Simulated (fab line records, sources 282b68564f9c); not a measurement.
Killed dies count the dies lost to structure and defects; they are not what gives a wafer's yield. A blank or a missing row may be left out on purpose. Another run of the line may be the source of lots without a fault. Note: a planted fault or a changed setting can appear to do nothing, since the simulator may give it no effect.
fab line records	flow rit_cmos
record: lots: 6	wafers: 18	last_day: 7
route steps=202 shown CONTACT@172 M1@184
lots that met no fault: taken from a fault-free run of the same line
start_h: hours from the record's opening day to when the first of the lot's shown wafers began	wait_h: how many hours have passed since the lot's step before this one	" unchanged from the row above	L1.1+2: a row that stands for several wafers	- no value present, or no start provided	* or withheld: withheld	< > ~ a bound
route shown NAME@n: a module of which the file shows steps, and the number in the route of the first	usual: mean/standard deviation of fault-free wafers	same: alike in all rows	chamber/n: place in a boat	sites: each site's reading	_std_site: the standard deviation of these	_edge_site: outer sites' mean less inner sites'	radius_mm: how far each site lies from the wafer's centre	mask NAME#n: copy n	behind: the most recent tool/chamber to have shaped the wafer	hold: why the lot went on hold/how many hours it stayed there/how the hold came to an end	device: whichever transistor did not switch (one of n, p or np)	end of line: the tests these same wafers got at the end of their route	a step given without rows: its recipe and nothing more	killed: at the first sort, the dies lost to defects and structure; wafer yield is something else	map: per-die view of a wafer (x killed, . not killed, _ where there is no die)
set.NAME: the setting that was run; set.NAME@STEP: the one run at that earlier step	model.NAME: the simulator's own value behind a step, which no gauge read
lots seen at some steps along the route; tables by step, rows by wafer
services: when a tool's chamber went out of use (start_h, in hours from the record's first day, below 0 if earlier), for how many hours, and the reason
== steps ==
step: RIT_CONTACT_SOFTBAKE_04
recipe: resist: NOVOLAK	temp_c: 90	time_s: 60
step: RIT_CONTACT_EXPOSE_05
recipe: mask_id: M11	na: 0.6	source_shape: conventional	sigma_outer: 0.5	target_cd_nm: 1000	dose_mj: 250
step: RIT_CONTACT_PEB_06
recipe: resist: NOVOLAK	temp_c: withheld	time_s: withheld
step: RIT_CONTACT_DEVELOP_07
recipe: resist: NOVOLAK	develop_time_s: 120	dev_temp_c: 23
step: RIT_CONTACT_CD_MEAS_08
recipe: target_cd_nm: 1000
usual: cd_nm: 1000.2/1.8
lot.wafer	tool	chamber	start_h	wait_h	cd_nm
L284.2	cd_sem-02	-	58.24	-	1001.0
L284.3	"	-	"	"	1003.4
L284.4	"	-	"	"	1002.4
L291.2	cd_sem-01	-	88.21	-	1001.9
L291.3	"	-	"	"	1002.0
L291.5	"	-	"	"	1001.2
L293.4	cd_sem-02	-	102.19	-	1004.9
L293.5	"	-	"	"	1003.1
L293.6	"	-	"	"	1003.2
L296.3	cd_sem-01	-	113.35	-	1001.0
L296.5	"	-	"	"	998.9
L296.6	"	-	"	"	1002.2
L304.3	cd_sem-01	-	153.54	-	997.9
L304.5	"	-	"	"	999.2
L304.6	"	-	"	"	997.7
L307.1	cd_sem-02	-	171.48	-	999.7
L307.4	"	-	"	"	1001.8
L307.5	"	-	"	"	999.1
step: RIT_CONTACT_OVL_MEAS_09
usual: CONTACT_OVL: 1.5/1.3
lot.wafer	tool	chamber	start_h	wait_h	CONTACT_OVL[nm]
L284.2	overlay-02	-	58.34	0.1	-0.4
L284.3	"	-	"	"	0.8
L284.4	"	-	"	"	-1.0
L291.2	overlay-01	-	88.32	0.1	2.1
L291.3	"	-	"	"	1.9
L291.5	"	-	"	"	2.6
L293.4	overlay-01	-	102.26	0.1	1.9
L293.5	"	-	"	"	3.3
L293.6	"	-	"	"	3.3
L296.3	overlay-01	-	113.44	0.1	3.1
L296.5	"	-	"	"	1.4
L296.6	"	-	"	"	0.9
L304.3	overlay-02	-	153.63	0.1	2.4
L304.5	"	-	"	"	1.0
L304.6	"	-	"	"	1.0
L307.1	overlay-01	-	171.60	0.1	1.8
L307.4	"	-	"	"	1.2
L307.5	"	-	"	"	1.3
step: RIT_CONTACT_HARDBAKE_10
recipe: resist: NOVOLAK	temp_c: 140	time_s: 60
step: RIT_CONTACT_ETCH_11
recipe: target_depth_a: 4800	over_etch_frac: 0.2	stop_on: TiSi2	chemistry: CHF3/CF4/Ar	target: SiO2	CHF3_flow_sccm: 50	cf4_flow_sccm: 10	Ar_flow_sccm: 100	O2_flow_sccm: 5	pressure_mtorr: 100	rf_w: 200	time_s: 320
usual: drypump_motor_current_A: 6.0/0.36	oes_product_au: 0.991/0.012	throttle_valve_pct: 8.76/0.091
lot.wafer	tool	chamber	start_h	wait_h	drypump_motor_current_A	oes_product_au	rf_hours_counter_h	throttle_valve_pct
L284.2	rie_diel-02	3	58.52	0.1	6.0	0.996	135	8.91
L284.3	"	1	"	"	6.5	0.997	132	8.75
L284.4	"	2	"	"	5.5	0.993	71	8.74
L291.2	rie_diel-01	0	88.50	0.1	6.3	0.972	8	8.87
L291.3	"	1	"	"	5.5	0.995	91	8.75
L291.5	"	3	"	"	5.9	0.993	-	8.70
L293.4	rie_diel-02	2	102.43	0.1	5.6	0.996	72	8.75
L293.5	"	1	"	"	6.5	1.005	-	8.74
L293.6	"	2	"	"	5.5	0.991	-	8.76
L296.3	rie_diel-03	1	113.61	0.1	5.5	0.988	34	8.69
L296.5	"	3	"	"	6.7	1.001	-	8.87
L296.6	"	2	"	"	6.3	0.968	-	8.82
L304.3	rie_diel-02	1	153.80	0.1	6.5	0.996	134	8.73
L304.5	"	1	"	"	6.5	1.002	-	8.75
L304.6	"	2	"	"	5.5	0.992	-	8.74
L307.1	rie_diel-02	0	171.79	0.1	5.8	0.981	9	8.85
L307.4	"	3	"	"	6.0	0.997	-	8.91
L307.5	"	1	"	"	6.5	1.005	-	8.75
step: RIT_CONTACT_STRIP_12
recipe: chemistry: O2	time_s: 180	resist: NOVOLAK	platen_temp_c: withheld	power_w: 500	pressure_mtorr: 4000	o2_flow_sccm: 4000
usual: drypump_motor_current_A: 6.0/0.51
lot.wafer	tool	chamber	start_h	wait_h	drypump_motor_current_A	rf_hours_counter_h
L284.2	plasma_asher-02	0	58.72	0.1	5.3	41
L284.3	"	1	"	"	6.5	-
L284.4	"	0	"	"	5.3	-
L291.2	plasma_asher-04	0	88.69	0.1	6.0	31
L291.3	"	1	"	"	6.1	-
L291.5	"	0	"	"	6.0	-
L293.4	plasma_asher-02	1	102.69	0.2	6.4	-
L293.5	"	0	"	"	5.3	-
L293.6	"	1	"	"	6.4	-
L296.3	plasma_asher-04	0	113.86	0.2	6.0	-
L296.5	"	0	"	"	6.0	-
L296.6	"	1	"	"	6.1	-
L304.3	plasma_asher-02	1	154.06	0.2	6.5	-
L304.5	"	0	"	"	5.3	-
L304.6	"	1	"	"	6.5	-
L307.1	plasma_asher-02	1	171.98	0.1	6.5	56
L307.4	"	1	"	"	6.5	-
L307.5	"	0	"	"	5.3	-
step: RIT_CONTACT_CD_MEAS_90
recipe: target_cd_nm: 1000
usual: cd_nm: 1000.3/1.8
lot.wafer	tool	chamber	start_h	wait_h	cd_nm
L284.2	cd_sem-02	-	58.91	0.1	1000.9
L284.3	"	-	"	"	1003.7
L284.4	"	-	"	"	1002.6
L291.2	cd_sem-01	-	88.89	0.1	1002.1
L291.3	"	-	"	"	1002.1
L291.5	"	-	"	"	1001.4
L293.4	cd_sem-02	-	102.86	0.1	1004.9
L293.5	"	-	"	"	1002.9
L293.6	"	-	"	"	1003.2
L296.3	cd_sem-02	-	114.02	0.1	1001.1
L296.5	"	-	"	"	999.0
L296.6	"	-	"	"	1001.8
L304.3	cd_sem-02	-	154.21	0.1	998.6
L304.5	"	-	"	"	998.7
L304.6	"	-	"	"	997.9
L307.1	cd_sem-02	-	172.16	0.1	1000.5
L307.4	"	-	"	"	1001.8
L307.5	"	-	"	"	999.3
step: RIT_CONTACT_CLEAN_13
recipe: chemistry: SC1	mix: 3:3:50	time_s: 600	temp_c: 75
step: RIT_CONTACT_CLEAN_14
recipe: chemistry: SC2	mix: 3:3:50	time_s: 600	temp_c: 75	dry: n2_spin
step: RIT_M1_SPUTTER_00
recipe: material: Al	target_thk_nm: 400	power_w: 2000	chamber_pressure_pa: 0.4	gas: Ar	time_s: 500	substrate_temp_c: 25
usual: throttle_valve_pct: 30.0/0.85
lot.wafer	tool	chamber	start_h	wait_h	throttle_valve_pct	model.Al_of_M1_SPUTTER_00.thk_nm
L284.2	pvd_sputter-03	-	59.36	0.0	29.1	401.4
L284.3	"	-	"	"	29.9	403.1
L284.4	"	-	"	"	30.8	402.8
L291.2	pvd_sputter-04	-	89.34	0.0	30.2	407.4
L291.3	"	-	"	"	28.7	448.9
L291.5	"	-	"	"	30.7	405.9
L293.4	pvd_sputter-04	-	103.29	0.0	28.9	439.7
L293.5	"	-	"	"	30.0	401.1
L293.6	"	-	"	"	29.2	398.6
L296.3	pvd_sputter-02	-	114.63	0.0	30.3	403.4
L296.5	"	-	"	"	30.4	405.1
L296.6	"	-	"	"	29.2	407.3
L304.3	pvd_sputter-02	-	154.64	0.0	29.5	406.7
L304.5	"	-	"	"	30.2	406.1
L304.6	"	-	"	"	29.6	403.7
L307.1	pvd_sputter-04	-	172.63	0.0	29.9	405.4
L307.4	"	-	"	"	29.3	399.8
L307.5	"	-	"	"	28.6	396
step: RIT_M1_RS_MEAS_01
recipe: thk_meas_gauge: four-point-probe	reads: Al_of_M1_SPUTTER_00
usual: M1_AL_RS: 0.0733/0.00083
lot.wafer	tool	chamber	start_h	wait_h	M1_AL_RS[ohm/sq]
L284.2	film_metro-01	-	59.67	0.2	0.0732
L284.3	"	-	"	"	0.0727
L284.4	"	-	"	"	0.0729
L291.2	film_metro-02	-	89.65	0.2	0.0720
L291.3	"	-	"	"	0.0652
L291.5	"	-	"	"	0.0721
L293.4	film_metro-01	-	103.64	0.2	0.0667
L293.5	"	-	"	"	0.0731
L293.6	"	-	"	"	0.0737
L296.3	film_metro-03	-	114.96	0.2	0.0728
L296.5	"	-	"	"	0.0724
L296.6	"	-	"	"	0.0721
L304.3	film_metro-03	-	154.98	0.2	0.0721
L304.5	"	-	"	"	0.0723
L304.6	"	-	"	"	0.0727
L307.1	film_metro-03	-	172.92	0.1	0.0725
L307.4	"	-	"	"	0.0734
L307.5	"	-	"	"	0.0741
step: RIT_M1_THK_MEAS_02
recipe: thk_meas_gauge: xrf	reads: Al_of_M1_SPUTTER_00
usual: M1_AL_THK: 395/4.7
lot.wafer	tool	chamber	start_h	wait_h	M1_AL_THK[nm]
L284.2	film_metro-01	-	59.78	0.1	396
L284.3	"	-	"	"	398
L284.4	"	-	"	"	397
L291.2	film_metro-02	-	89.76	0.1	405
L291.3	"	-	"	"	443
L291.5	"	-	"	"	402
L293.4	film_metro-01	-	103.73	0.1	435
L293.5	"	-	"	"	395
L293.6	"	-	"	"	394
L296.3	film_metro-03	-	115.06	0.1	394
L296.5	"	-	"	"	398
L296.6	"	-	"	"	401
L304.3	film_metro-03	-	155.08	0.1	402
L304.5	"	-	"	"	402
L304.6	"	-	"	"	400
L307.1	film_metro-03	-	173.04	0.1	398
L307.4	"	-	"	"	394
L307.5	"	-	"	"	392
step: RIT_M1_HMDS_03
recipe: prime_time_s: 60	prime_temp_c: 140
step: RIT_M1_COAT_04
recipe: resist: NOVOLAK	spin_rpm: 2000	resist_thk_nm: 1300
step: RIT_M1_SOFTBAKE_05
recipe: resist: NOVOLAK	temp_c: 90	time_s: 60
step: RIT_M1_EXPOSE_06
recipe: mask_id: M12	na: 0.6	source_shape: conventional	sigma_outer: 0.5	target_cd_nm: 2600	dose_mj: 250
step: RIT_M1_PEB_07
recipe: resist: NOVOLAK	temp_c: withheld	time_s: withheld
step: RIT_M1_DEVELOP_08
recipe: resist: NOVOLAK	develop_time_s: 68	dev_temp_c: 23
step: RIT_M1_CD_MEAS_09
recipe: target_cd_nm: 2600
usual: cd_nm: 2599.1/2.2
lot.wafer	tool	chamber	start_h	wait_h	cd_nm
L284.2	cd_sem-01	-	60.86	-	2600.9
L284.3	"	-	"	"	2598.2
L284.4	"	-	"	"	2599.2
L291.2	cd_sem-01	-	90.71	-	2602.5
L291.3	"	-	"	"	2598.2
L291.5	"	-	"	"	2601.5
L293.4	cd_sem-01	-	104.83	-	2600.1
L293.5	"	-	"	"	2601.8
L293.6	"	-	"	"	2601.5
L296.3	cd_sem-01	-	116.19	-	2595.4
L296.5	"	-	"	"	2596.2
L296.6	"	-	"	"	2593.6
L304.3	cd_sem-01	-	156.08	-	2603.3
L304.5	"	-	"	"	2603.3
L304.6	"	-	"	"	2602.6
L307.1	cd_sem-02	-	174.01	-	2600.3
L307.4	"	-	"	"	2600.0
L307.5	"	-	"	"	2599.4
step: RIT_M1_OVL_MEAS_10
usual: M1_OVL: -0.4/1.3
lot.wafer	tool	chamber	start_h	wait_h	M1_OVL[nm]
L284.2	overlay-01	-	60.97	0.1	0.8
L284.3	"	-	"	"	-0.7
L284.4	"	-	"	"	0.3
L291.2	overlay-01	-	90.82	0.1	-2.1
L291.3	"	-	"	"	1.7
L291.5	"	-	"	"	1.0
L293.4	overlay-02	-	104.91	0.1	-0.2
L293.5	"	-	"	"	-2.2
L293.6	"	-	"	"	-1.3
L296.3	overlay-02	-	116.28	0.1	-1.9
L296.5	"	-	"	"	-1.9
L296.6	"	-	"	"	-2.7
L304.3	overlay-02	-	156.17	0.1	-0.6
L304.5	"	-	"	"	0.1
L304.6	"	-	"	"	-1.9
L307.1	overlay-01	-	174.13	0.1	-0.1
L307.4	"	-	"	"	0.3
L307.5	"	-	"	"	-1.9
step: RIT_M1_HARDBAKE_11
recipe: resist: NOVOLAK	temp_c: 140	time_s: 120
step: RIT_M1_METAL_ETCH_12
recipe: stop_on: SiO2	chemistry: Cl2/BCl3	target: Al	time_s: 165	over_etch_frac: 0.5	pressure_mtorr: 100	target_depth_a: 6000	rf_w: 250	Cl2_flow_sccm: 60	bcl3_flow_sccm: 50
usual: drypump_motor_current_A: 5.73/0.28	oes_product_au: 0.784/0.011	throttle_valve_pct: 8.31/0.13
lot.wafer	tool	chamber	start_h	wait_h	drypump_motor_current_A	oes_product_au	rf_hours_counter_h	throttle_valve_pct
L284.2	rie_metal-04	0	61.25	0.2	5.85	0.792	1	8.34
L284.3	"	1	"	"	5.42	0.784	-	8.16
L284.4	"	0	"	"	5.88	0.797	-	8.34
L291.2	rie_metal-03	0	91.10	0.2	5.98	0.798	3	8.30
L291.3	"	0	"	"	5.98	0.837	-	8.31
L291.5	"	0	"	"	5.99	0.799	-	8.32
L293.4	rie_metal-04	0	105.23	0.1	5.85	0.835	-	8.31
L293.5	"	0	"	"	5.85	0.787	-	8.31
L293.6	"	1	"	"	5.42	0.779	-	8.16
L296.3	rie_metal-04	0	116.61	0.2	5.83	0.793	-	8.33
L296.5	"	1	"	"	5.43	0.785	-	8.17
L296.6	"	0	"	"	5.84	0.803	-	8.33
L304.3	rie_metal-02	1	156.50	0.2	5.17	0.799	-	8.46
L304.5	"	0	"	"	5.78	0.772	-	8.10
L304.6	"	1	"	"	5.17	0.786	-	8.47
L307.1	rie_metal-03	0	174.41	0.2	5.99	0.795	5	8.31
L307.4	"	0	"	"	6.00	0.787	-	8.32
L307.5	"	0	"	"	6.00	0.778	-	8.32
step: RIT_M1_STRIP_13
recipe: chemistry: nmp	resist: NOVOLAK	temp_c: 80	time_s: 600	dry: n2_spin
step: RIT_M1_PROBE_99
usual: defect_limited_yield: 97.3/1	killed_at_contacts: 0.1/0.34	killed_at_front_end: 6.9/2.8	killed_dies: 7.1/2.8	killed_open: 3.4/1.9	killed_short: 3.6/1.7	sort_bin_3_pad_short: 0.1/0.21	sort_bin_5_function: 1.6/0.75	sort_bin_6_memory: 0.9/0.64	sort_n_pass: 256.9/2.8	sort_yield_pct: 97.3/1
same: gross_dies: 264	killed_at_M0_to_M3: 0	killed_at_M4_up: 0	killed_at_back_side: 0	killed_at_other: 0
lot.wafer	tool	chamber	start_h	wait_h	defect_limited_yield[%]	killed_at_contacts	killed_at_front_end	killed_dies	killed_open	killed_short	sort_bin_3_pad_short[%]	sort_bin_5_function[%]	sort_bin_6_memory[%]	sort_n_pass	sort_yield_pct[%]	model.etest.m1.rs_ohm_sq
L284.2	prober-01	-	63.56	0.1	96.2	0	10	10	5	5	0	2.7	1.1	254.0	96.2	0.07187
L284.3	prober-01	-	63.61	0.2	96.2	0	10	10	5	5	0.4	1.5	1.9	254.0	96.2	0.07188
L284.4	prober-01	-	63.66	0.2	95.8	0	11	11	7	4	0	2.3	1.9	253.0	95.8	0.07224
L291.2	prober-02	-	93.42	0.1	98.1	1	4	5	2	3	0	0.8	1.1	259.0	98.1	0.07098
L291.3	prober-02	-	93.47	0.2	99.2	0	2	2	1	1	0	0.8	0	262.0	99.2	0.06406
L291.5	prober-02	-	93.57	0.2	97.0	0	8	8	4	4	0	1.9	1.1	256.0	97.0	0.07187
L293.4	prober-02	-	107.58	0.2	99.2	0	2	2	1	1	0	0.8	0	262.0	99.2	0.06609
L293.5	prober-02	-	107.63	0.2	94.7	0	14	14	7	7	0.4	2.3	2.7	250.0	94.7	0.07137
L293.6	prober-02	-	107.68	0.2	97.3	1	6	7	3	4	0.4	1.1	1.1	257.0	97.3	0.07261
L296.3	prober-01	-	118.91	0.2	97.0	0	8	8	6	2	0	1.9	1.1	256.0	97.0	0.07165
L296.5	prober-01	-	119.01	0.2	97.3	0	7	7	4	3	0.4	2.3	0	257.0	97.3	0.07155
L296.6	prober-01	-	119.06	0.2	96.2	0	10	10	6	4	0.4	2.3	1.1	254.0	96.2	0.07136
L304.3	prober-02	-	159.01	0.2	95.5	0	12	12	7	5	0	1.1	3.4	252.0	95.5	0.07071
L304.5	prober-02	-	159.11	0.2	98.1	0	5	5	2	3	0	1.9	0	259.0	98.1	0.07156
L304.6	prober-02	-	159.16	0.2	95.5	0	12	12	10	2	0	2.7	1.9	252.0	95.5	0.07196
L307.1	prober-01	-	176.67	0.1	97.3	0	7	7	4	3	0.4	1.5	0.8	257.0	97.3	0.07164
L307.4	prober-01	-	176.82	0.2	97.0	0	8	8	6	2	0	1.9	1.1	256.0	97.0	0.07289
L307.5	prober-01	-	176.87	0.2	95.1	0	13	13	6	7	0	3.0	1.9	251.0	95.1	0.07342
killed by level:class
L284.2 GATE:geometric_particle:open=3 REOX:geometric_particle:open=2 SPACER:geometric_particle:short=2 SILICIDE:geometric_particle:short=2 REOX:geometric_particle:short=1
L284.3 GATE:geometric_particle:open=3 GATE:geometric_particle:short=2 SILICIDE:geometric_particle:open=2 FOX1:geometric_particle:short=1 REOX:geometric_particle:short=1 SPACER:geometric_particle:short=1
L284.4 REOX:geometric_particle:short=3 SILICIDE:geometric_particle:open=3 GATE:geometric_particle:open=2 REOX:geometric_particle:open=1 SPACER:geometric_particle:open=1 SPACER:geometric_particle:short=1
L291.2 REOX:geometric_particle:open=2 FOX1:geometric_particle:short=1 SPACER:geometric_particle:short=1 CONTACT:geometric_particle:short=1
L291.3 FOX1:geometric_particle:open=1 FOX1:geometric_particle:short=1
L291.5 FOX1:geometric_particle:short=2 SPACER:geometric_particle:open=2 FOX1:geometric_particle:open=1 FOX2:geometric_particle:short=1 GATE:geometric_particle:open=1 GATE:geometric_particle:short=1
L293.4 GATE:geometric_particle:short=1 GATE:geometric_particle:open=1
L293.5 FOX1:geometric_particle:short=2 GATE:geometric_particle:open=2 SPACER:geometric_particle:open=2 SILICIDE:geometric_particle:short=2 FOX1:geometric_particle:open=1 FOX2:geometric_particle:open=1 GATE:geometric_particle:short=1 REOX:geometric_particle:open=1
L293.6 GATE:geometric_particle:short=2 SILICIDE:geometric_particle:open=2 GATE:geometric_particle:open=1 REOX:geometric_particle:short=1 CONTACT:geometric_particle:short=1
L296.3 FOX2:geometric_particle:open=2 SILICIDE:geometric_particle:open=2 GATE:geometric_particle:short=1 GATE:geometric_particle:open=1 SPACER:geometric_particle:open=1 SILICIDE:geometric_particle:short=1
L296.5 GATE:geometric_particle:short=2 SILICIDE:geometric_particle:open=2 FOX2:geometric_particle:open=1 GATE:geometric_particle:open=1 SILICIDE:geometric_particle:short=1
L296.6 GATE:geometric_particle:open=2 REOX:geometric_particle:short=2 SILICIDE:geometric_particle:open=2 FOX1:geometric_particle:open=1 FOX2:geometric_particle:short=1 SPACER:geometric_particle:open=1 SPACER:geometric_particle:short=1
L304.3 GATE:geometric_particle:open=5 GATE:geometric_particle:short=3 SPACER:geometric_particle:open=2 REOX:geometric_particle:short=1 SPACER:geometric_particle:short=1
L304.5 FOX1:geometric_particle:short=2 ACTIVE:geometric_particle:open=1 GATE:geometric_particle:open=1 SPACER:geometric_particle:short=1
L304.6 GATE:geometric_particle:open=4 SILICIDE:geometric_particle:open=3 FOX1:geometric_particle:open=1 GATE:geometric_particle:short=1 REOX:geometric_particle:open=1 SPACER:geometric_particle:short=1 SPACER:geometric_particle:open=1
L307.1 GATE:geometric_particle:short=2 FOX1:geometric_particle:open=1 FOX1:geometric_particle:short=1 REOX:geometric_particle:open=1 SPACER:geometric_particle:open=1 SILICIDE:geometric_particle:open=1
L307.4 REOX:geometric_particle:open=2 SILICIDE:geometric_particle:open=2 FOX1:geometric_particle:open=1 FOX1:geometric_particle:short=1 GATE:geometric_particle:open=1 SILICIDE:geometric_particle:short=1
L307.5 GATE:geometric_particle:short=3 GATE:geometric_particle:open=3 FOX1:geometric_particle:open=2 FOX2:geometric_particle:short=2 FOX1:geometric_particle:short=1 REOX:geometric_particle:open=1 REOX:geometric_particle:short=1
== services ==
tool	chamber	start_h	hours	kind
rie_diel-02	-	37.99	14.6	pm
plasma_asher-02	-	40.67	2.8	pm
rie_metal-03	1	66.92	2.4	repair
pvd_sputter-03	-	69.20	2.3	repair
rie_diel-03	-	70.76	10.0	pm
rie_diel-01	-	83.07	0.5	repair
rie_diel-03	0	87.35	15.6	repair
rie_diel-01	-	94.23	0.4	repair
rie_metal-02	-	136.12	20.0	pm
rie_metal-02	0	136.12	20.0	vent_cycle
rie_metal-02	1	136.12	20.0	vent_cycle
rie_diel-02	3	153.56	17.5	repair
rie_metal-02	0	156.12	-	clean
rie_metal-02	1	156.12	-	clean
plasma_asher-04	-	159.44	14.6	pm
rie_diel-02	2	161.20	11.1	repair
== key ==
first_sign: step: RIT_M1_RS_MEAS_01	reading: M1_AL_RS	direction: down	sigmas: 8.9	usual: 0.0733	struck: 0.0659
effect: step: RIT_M1_THK_MEAS_02	reading: M1_AL_THK	direction: up	sigmas: 9.3	usual: 395	struck: 439
effect: step: RIT_M1_METAL_ETCH_12	reading: oes_product_au	direction: up	sigmas: 5	usual: 0.784	struck: 0.836
model_effect: step: RIT_M1_SPUTTER_00	value: Al_of_M1_SPUTTER_00.thk_nm	without: 399.1	struck: 444.3
model_effect: step: RIT_M1_PROBE_99	value: etest.m1.rs_ohm_sq	without: 0.07247	struck: 0.06508
met_at RIT_M1_SPUTTER_00
struck_wafers L291.3,L293.4
fault: kind: process_parameter_drift	tool: pvd_sputter-04	chamber: -	onset_h: 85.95	steps: RIT_M1_SPUTTER_00	channel: time_s	offset: *	shape: step	end_h: 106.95	stated: *	scope: struck_wafers_only
